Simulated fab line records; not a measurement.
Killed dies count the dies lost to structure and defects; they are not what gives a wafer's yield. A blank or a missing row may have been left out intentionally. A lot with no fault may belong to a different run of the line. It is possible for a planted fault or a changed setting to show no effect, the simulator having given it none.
8D (eight disciplines) problem report, filled in by code ; flow berkeleyCmos170 ; the parts of the form that need people (team, actions taken, sign-off) are left out

1. THE PROBLEM
At UCB170_NWELL_COAT_07, spinSpeedRpm averages 1398.2 rpm over 6 wafers from 2 lots, while fault-free wafers read 1500.1 rpm, standard deviation 1.1. Measured from the usual mean, that is -93 standard deviations.
The step: resist thk 900 nm.
The first sign was on wafer L582.1 at day 6 02:20, on lithoTrack-03. The record has a number at this step for 42 wafers belonging to 14 lots. By rule, "out" or "out of limits" means more than 4 standard deviations away from the usual mean. The rest of the wafers with a number are treated as sound.

2. WHAT IT IS AND WHAT IT IS NOT
question;is;is not
which readings at this step;spinSpeedRpm;dispensePressureKPa
which lots;L582, L587;L565, L566, L568, L569, L571, L572, L573, L574, L575, L576, L577, L579
which wafers of those lots;all that have a number;-
read on which tools;lithoTrack-03;lithoTrack-01, lithoTrack-02
when;from day 6 02:20;up to then (36 sound wafers)

3. SUSPECTS, AND WHAT RULES EACH OUT
Counting: a tool at any process step up to the reading remains a suspect when it ran all the lots that are out and ran no sound lot after the first of those.
- lithoTrack-03 at UCB170_NWELL_COAT_07 (resist thk 900 nm): kept. All lots that are out passed through it, beginning with L582 at day 6 02:20, and no sound lot followed; its final sound lot before that point was L579 at day 5 03:34. Out on those wafers are its own readings of spinSpeedRpm.
The count leaves lithoTrack-03 at UCB170_NWELL_COAT_07.

4. THE CAUSE (what the simulator had put in)
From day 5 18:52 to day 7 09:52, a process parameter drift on lithoTrack-03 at UCB170_NWELL_COAT_07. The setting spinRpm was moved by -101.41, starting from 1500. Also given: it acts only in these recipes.
Only this tool survived the counting.

5. THE EFFECT CHAIN, in route order
Rows list readings where the struck wafers' mean (over those with a number) sits beyond 3 standard deviations from the usual. Only readings whose record carries a usual standard deviation are examined. hours: median over the lots of the time between each lot's start at the first step of this table that gives one and its start at this step. sigmas: the change, counted in usual standard deviations.
hours;step;reading;usual;on struck wafers;change;sigmas
0;UCB170_NWELL_COAT_07;spinSpeedRpm;1500.1 rpm;1398.2;-101.9;-93
1;UCB170_NWELL_STRIP_15;stripTimeToEndpointS;18.01 s;18.83;+0.82;+11
Its process steps:
- UCB170_NWELL_COAT_07: resist thk 900 nm.
- UCB170_NWELL_STRIP_15: strips in O2.
At these later measuring or inspecting steps, every struck wafer for which the step has a row has a number for every such reading, and none has moved that far: UCB170_PLDD_TW_MEAS_11.

6. WHAT WOULD HAVE CAUGHT IT SOONER
The fault began at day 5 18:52; the first out-of-limits reading in this record came at day 6 02:20, 7 hours later.
